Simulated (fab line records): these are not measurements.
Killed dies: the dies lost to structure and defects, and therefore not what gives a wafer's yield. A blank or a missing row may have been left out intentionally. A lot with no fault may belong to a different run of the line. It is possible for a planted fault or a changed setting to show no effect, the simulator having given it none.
Struck lot and sound lot, side by side | flow rit-cmos | 19 steps out of a route of 202
Sound: these wafers, L764.4, L764.5, L764.6. Struck: wafers L770.4, L770.5, L770.6. At the end, the cause is stated.
Per side, at each step with rows, come the tool, then ch with its chambers, and then its first start. Under that, the readings that differ: sound wafers | struck wafers | difference of the means | sigmas: that difference in standard deviations of wafers without a fault.
alike: words and numbers the same on both sides, and readings whose means are apart by under 2 such deviations; not compared: readings that were withheld, readings missing a value for some wafer, numbers with overlapping values and no deviation given by the record, and bounds like >300 which may hide the same value.
Wherever a step has rows on one side only, a row that says differs or no value, or a row with sigmas, the two part there. Numbers that have no deviation but don't overlap get no sigmas and don't part them. A reading that every wafer of one side lacks parts them only if that side has two wafers or more.

first, 4 steps without rows for these wafers: RIT_PSD_SOFTBAKE_02 (time 60 s); RIT_PSD_EXPOSE_03 (exposes mask M10, target cd 40900 nm); RIT_PSD_PEB_04; RIT_PSD_DEVELOP_05 (develop time 50 s).
RIT_PSD_OVL_MEAS_06:
  struck on overlay-02, day 4 11:15; sound on overlay-01, day 3 11:17
  alike: PSD_OVL
then, 2 steps without rows for these wafers: RIT_PSD_HARDBAKE_07 (time 60 s); RIT_PSD_IMPLANT_08.
RIT_PSD_STRIP_09: strips in O2, time 180 s.
  sound on plasma-asher-02 ch 0,1, day 3 11:42; struck on plasma-asher-03 ch 0,1, day 4 11:44
  alike: drypump-motor-current-A
  not compared: rf-hours-counter-h
RIT_PSD_TW_MEAS_10:
  struck on film-metro-03, day 4 11:53; sound on film-metro-01, day 3 11:50
  reading | sound          | struck         | difference | sigmas
  PSD_TW  | 3444 3466 3462 | 3416 3423 3408 | -42        | -3
then, 3 steps without rows for these wafers: RIT_SDANNEAL_CLEAN_00 (cleans in SC1, time 600 s); RIT_SDANNEAL_CLEAN_01 (cleans in dHF, time 30 s); RIT_SDANNEAL_CLEAN_02 (cleans in SC2, time 600 s).
RIT_SDANNEAL_RTA_03: time 5 s.
  sound on rtp-anneal-01 ch 0, day 3 12:17; struck on rtp-anneal-01 ch 0, day 4 12:19
  alike: anneal-temp-c-max, wafer_temp_C_max
RIT_SDANNEAL_RS_MEAS_04: uses a four-point probe to measure.
  struck on film-metro-03, day 4 12:24; sound on film-metro-01, day 3 12:22
  reading         | sound             | struck         | difference | sigmas
  PSD_RS (ohm/sq) | 116.7 116.6 116.7 | 72.7 72.5 72.6 | -44.1      | -99 or more
RIT_SDANNEAL_RS_MEAS_05: uses a four-point probe to measure.
  struck on film-metro-03, day 4 12:31; sound on film-metro-01, day 3 12:29
  reading         | sound             | struck            | difference | sigmas
  NSD_RS (ohm/sq) | 84.58 84.67 84.54 | 77.44 77.05 77.19 | -7.37      | -29
RIT_SDANNEAL_RS_MEAS_06: uses a four-point probe to measure.
  struck on film-metro-03, day 4 12:38; sound on film-metro-01, day 3 12:37
  reading          | sound             | struck            | difference | sigmas
  PLDD_RS (ohm/sq) | 178.9 178.7 178.7 | 141.5 141.3 141.3 | -37.4      | -71
RIT_SDANNEAL_RS_MEAS_07: uses a four-point probe to measure.
  struck on film-metro-03, day 4 12:46; sound on film-metro-01, day 3 12:44
  reading          | sound             | struck            | difference | sigmas
  NLDD_RS (ohm/sq) | 151.8 151.0 151.6 | 143.6 143.3 142.8 | -8.2       | -16
then, 1 step without rows for these wafers: RIT_SILICIDE_WET_ETCH_00 (etches SiO2 in BOE, target depth 14 nm, time 15 s).
RIT_M1_PROBE_99:
  the record holds rows for the sound wafers here (prober-01, day 3 19:50) but none for the struck ones

== WHERE THEY PART ==
First at RIT_PSD_TW_MEAS_10; last, within this record, at RIT_M1_PROBE_99.

WHY: what had been put in by the simulator
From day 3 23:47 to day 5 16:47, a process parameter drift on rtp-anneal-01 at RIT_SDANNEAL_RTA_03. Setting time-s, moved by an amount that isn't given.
